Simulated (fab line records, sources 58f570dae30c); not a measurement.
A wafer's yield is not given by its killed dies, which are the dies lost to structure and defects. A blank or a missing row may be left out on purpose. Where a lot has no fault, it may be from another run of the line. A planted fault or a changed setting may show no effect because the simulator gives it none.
What tool caused it? :: flow berkeley cmos170 :: 15 lots, 45 wafers sampled, at 3 steps of a route of 331

## WHAT EACH GAUGE READ, for each wafer
UCB170_SILICIDE_RS_MEAS_02: the measuring method here is four-point-probe. Usual: for SILICIDE_TI_RS the level is 26.0 ohm/sq and the standard deviation is 0.33.
lot: L954
measured: day 7 23:34
on: film metro-04
SILICIDE_TI_RS (ohm/sq): 26.3 26.3 26.1
flag: 

lot: L955
measured: day 8 00:12
on: film metro-01
SILICIDE_TI_RS (ohm/sq): 25.6 25.8 25.8
flag: 

lot: L957
measured: day 8 17:22
on: film metro-04
SILICIDE_TI_RS (ohm/sq): 26.2 26.1 26.5
flag: 

lot: L958
measured: day 9 03:35
on: film metro-01
SILICIDE_TI_RS (ohm/sq): 26.1 25.9 26.2
flag: 

lot: L960
measured: day 9 04:44
on: film metro-01
SILICIDE_TI_RS (ohm/sq): 26.1 26.1 25.9
flag: 

lot: L963
measured: day 9 15:28
on: film metro-01
SILICIDE_TI_RS (ohm/sq): 26.0 26.1 26.3
flag: 

lot: L962
measured: day 9 15:55
on: film metro-01
SILICIDE_TI_RS (ohm/sq): 25.9 25.9 26.0
flag: 

lot: L965
measured: day 10 00:47
on: film metro-04
SILICIDE_TI_RS (ohm/sq): 25.7 26.0 25.7
flag: 

lot: L964
measured: day 10 01:02
on: film metro-04
SILICIDE_TI_RS (ohm/sq): 25.6 25.6 25.6
flag: 

lot: L966
measured: day 10 01:10
on: film metro-03
SILICIDE_TI_RS (ohm/sq): 26.6 26.4 26.4
flag: 

lot: L968
measured: day 10 21:01
on: film metro-04
SILICIDE_TI_RS (ohm/sq): 25.5 25.4 25.5
flag: 

lot: L970
measured: day 10 21:25
on: film metro-04
SILICIDE_TI_RS (ohm/sq): 25.9 26.2 25.8
flag: 

lot: L971
measured: day 10 21:24
on: film metro-03
SILICIDE_TI_RS (ohm/sq): 27.3 27.3 27.1 27.6 27.6 27.4
flag: OFF

lot: L972
measured: day 10 21:56
on: film metro-03
SILICIDE_TI_RS (ohm/sq): 27.2 27.0 26.9
flag: OFF

lot: L974
measured: day 11 21:36
on: film metro-01
SILICIDE_TI_RS (ohm/sq): 27.4 27.3 27.2 27.7 27.6 27.4
flag: OFF

UCB170_SILICIDE_THK_MEAS_03: measures by xrf. Usual: for SILICIDE_TI_THK the level is 30.3 nm and the standard deviation is 0.34.
lot: L954
measured: day 7 23:41
on: film metro-04
SILICIDE_TI_THK (nm): 30.0 30.3 30.2
flag: 

lot: L955
measured: day 8 00:19
on: film metro-01
SILICIDE_TI_THK (nm): 30.6 30.4 30.5
flag: 

lot: L957
measured: day 8 17:29
on: film metro-04
SILICIDE_TI_THK (nm): 30.0 30.2 29.7
flag: 

lot: L958
measured: day 9 03:42
on: film metro-01
SILICIDE_TI_THK (nm): 30.2 30.2 29.8
flag: 

lot: L960
measured: day 9 04:51
on: film metro-01
SILICIDE_TI_THK (nm): 29.9 30.1 30.3
flag: 

lot: L963
measured: day 9 15:35
on: film metro-01
SILICIDE_TI_THK (nm): 30.4 30.1 30.0
flag: 

lot: L962
measured: day 9 16:01
on: film metro-01
SILICIDE_TI_THK (nm): 30.3 30.4 30.0
flag: 

lot: L965
measured: day 10 00:53
on: film metro-04
SILICIDE_TI_THK (nm): 30.5 30.5 30.5
flag: 

lot: L964
measured: day 10 01:07
on: film metro-04
SILICIDE_TI_THK (nm): 30.7 30.7 30.8
flag: 

lot: L966
measured: day 10 01:16
on: film metro-03
SILICIDE_TI_THK (nm): 30.0 30.2 30.2
flag: 

lot: L968
measured: day 10 21:08
on: film metro-04
SILICIDE_TI_THK (nm): 30.9 30.8 30.7
flag: 

lot: L970
measured: day 10 21:31
on: film metro-04
SILICIDE_TI_THK (nm): 30.2 30.2 30.4
flag: 

lot: L971
measured: day 11 01:01
on: film metro-03
SILICIDE_TI_THK (nm): 29.2 29.0 29.3
flag: OFF

lot: L972
measured: day 10 22:02
on: film metro-03
SILICIDE_TI_THK (nm): 29.4 29.6 29.6
flag: 

lot: L974
measured: day 11 23:15
on: film metro-01
SILICIDE_TI_THK (nm): 28.8 28.9 29.1 28.9 29.0 29.1
flag: OFF

## WHAT TOOL EACH LOT RAN ON (gives the tool, then ch and the chambers of the sampled wafers, and finally the start)
lot: L954
UCB170_SILICIDE_SPUTTER_01: pvd sputter-04, day 7 23:32

lot: L955
UCB170_SILICIDE_SPUTTER_01: pvd sputter-03, day 8 00:10

lot: L957
UCB170_SILICIDE_SPUTTER_01: pvd sputter-04, day 8 17:20

lot: L958
UCB170_SILICIDE_SPUTTER_01: pvd sputter-01, day 9 03:33

lot: L960
UCB170_SILICIDE_SPUTTER_01: pvd sputter-01, day 9 04:41

lot: L963
UCB170_SILICIDE_SPUTTER_01: pvd sputter-01, day 9 15:26

lot: L962
UCB170_SILICIDE_SPUTTER_01: pvd sputter-04, day 9 15:51

lot: L965
UCB170_SILICIDE_SPUTTER_01: pvd sputter-01, day 10 00:44

lot: L964
UCB170_SILICIDE_SPUTTER_01: pvd sputter-03, day 10 00:56

lot: L966
UCB170_SILICIDE_SPUTTER_01: pvd sputter-04, day 10 01:07

lot: L968
UCB170_SILICIDE_SPUTTER_01: pvd sputter-01, day 10 20:59

lot: L970
UCB170_SILICIDE_SPUTTER_01: pvd sputter-03, day 10 21:20

lot: L971
UCB170_SILICIDE_SPUTTER_01: pvd sputter-04, day 10 21:20

lot: L972
UCB170_SILICIDE_SPUTTER_01: pvd sputter-04, day 10 21:53

lot: L974
UCB170_SILICIDE_SPUTTER_01: pvd sputter-04, day 11 21:34
- UCB170_SILICIDE_SPUTTER_01: material Ti, target thk 30 nm, time 25 s.

## AS READ BY THE TOOLS THEMSELVES (means over the sampled wafers that have a number; for cases with no such wafer, the mark the record gives instead)
UCB170_SILICIDE_SPUTTER_01. Usual: chamber pressure pa 0.5000 Pa, standard deviation 0.00094; throttle valve pct 29.3 %, standard deviation 1.2.
lot: L954
tool: pvd sputter-04
chamber pressure pa (Pa): 0.4998
throttle valve pct (%): 29.4
flag: 

lot: L955
tool: pvd sputter-03
chamber pressure pa (Pa): 0.5002
throttle valve pct (%): 30.0
flag: 

lot: L957
tool: pvd sputter-04
chamber pressure pa (Pa): 0.4994
throttle valve pct (%): 30.2
flag: 

lot: L958
tool: pvd sputter-01
chamber pressure pa (Pa): 0.5008
throttle valve pct (%): 29.5
flag: 

lot: L960
tool: pvd sputter-01
chamber pressure pa (Pa): 0.4994
throttle valve pct (%): 29.2
flag: 

lot: L963
tool: pvd sputter-01
chamber pressure pa (Pa): 0.5001
throttle valve pct (%): 29.0
flag: 

lot: L962
tool: pvd sputter-04
chamber pressure pa (Pa): 0.5006
throttle valve pct (%): 29.7
flag: 

lot: L965
tool: pvd sputter-01
chamber pressure pa (Pa): 0.4999
throttle valve pct (%): 29.3
flag: 

lot: L964
tool: pvd sputter-03
chamber pressure pa (Pa): 0.5012
throttle valve pct (%): 29.5
flag: 

lot: L966
tool: pvd sputter-04
chamber pressure pa (Pa): 0.4993
throttle valve pct (%): 30.7
flag: 

lot: L968
tool: pvd sputter-01
chamber pressure pa (Pa): 0.5000
throttle valve pct (%): 28.9
flag: 

lot: L970
tool: pvd sputter-03
chamber pressure pa (Pa): 0.4996
throttle valve pct (%): 29.7
flag: 

lot: L971
tool: pvd sputter-04
chamber pressure pa (Pa): 0.5808
throttle valve pct (%): 25.9
flag: OFF

lot: L972
tool: pvd sputter-04
chamber pressure pa (Pa): 0.5824
throttle valve pct (%): 26.9
flag: OFF

lot: L974
tool: pvd sputter-04
chamber pressure pa (Pa): 0.5809
throttle valve pct (%): 27.5
flag: OFF

## THE ANSWER, worked out from the rows above alone
Rule: take the mean of a lot's wafers that have a number; if it is more than 3 standard deviations from the usual mean, the lot is off. A lot without any number at a reading at which 4 lots or more have one is off too. The other lots that the step has rows for count as sound. Order of review: gauges by route order, followed by the tools' own readings, for which a lot's mean as printed above is used. The first step at which some lot is off is used, and at that step the reading that is off furthest; a lot without a number counts as furthest.
Off: L971, L972, L974, seen at UCB170_SILICIDE_RS_MEAS_02 (SILICIDE_TI_RS).
If a tool, at a process step before that reading, ran all the lots that are off and no sound lot after the first of them, it fits. The gauges at UCB170_SILICIDE_RS_MEAS_02 aren't tried: what is off there is off at UCB170_SILICIDE_SPUTTER_01 too, on other tools, and a gauge's error can't cause that. One fits: UCB170_SILICIDE_SPUTTER_01 on pvd sputter-04. A fault onset in the window from L966 (day 10 01:07, its last sound lot) to L971 (day 10 21:20, its first lot off) fits.
The tool's own readings at UCB170_SILICIDE_SPUTTER_01 bear it out: on the lots that are off they differ by more than 5 times the standard deviation of the sound lots' means. chamber pressure pa reads 0.5814 Pa there against 0.5000 Pa on the sound lots; throttle valve pct reads 26.8 % there against 29.6 % on the sound lots.

## WHAT THE SIMULATOR HAD PUT IN
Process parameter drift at UCB170_SILICIDE_SPUTTER_01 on pvd sputter-04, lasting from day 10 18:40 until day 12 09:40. A move of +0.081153 in setting chamber pressure pa, from 0.5. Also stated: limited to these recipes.
Shown lots that were struck: L971, L972, L974. The rule above found the same.
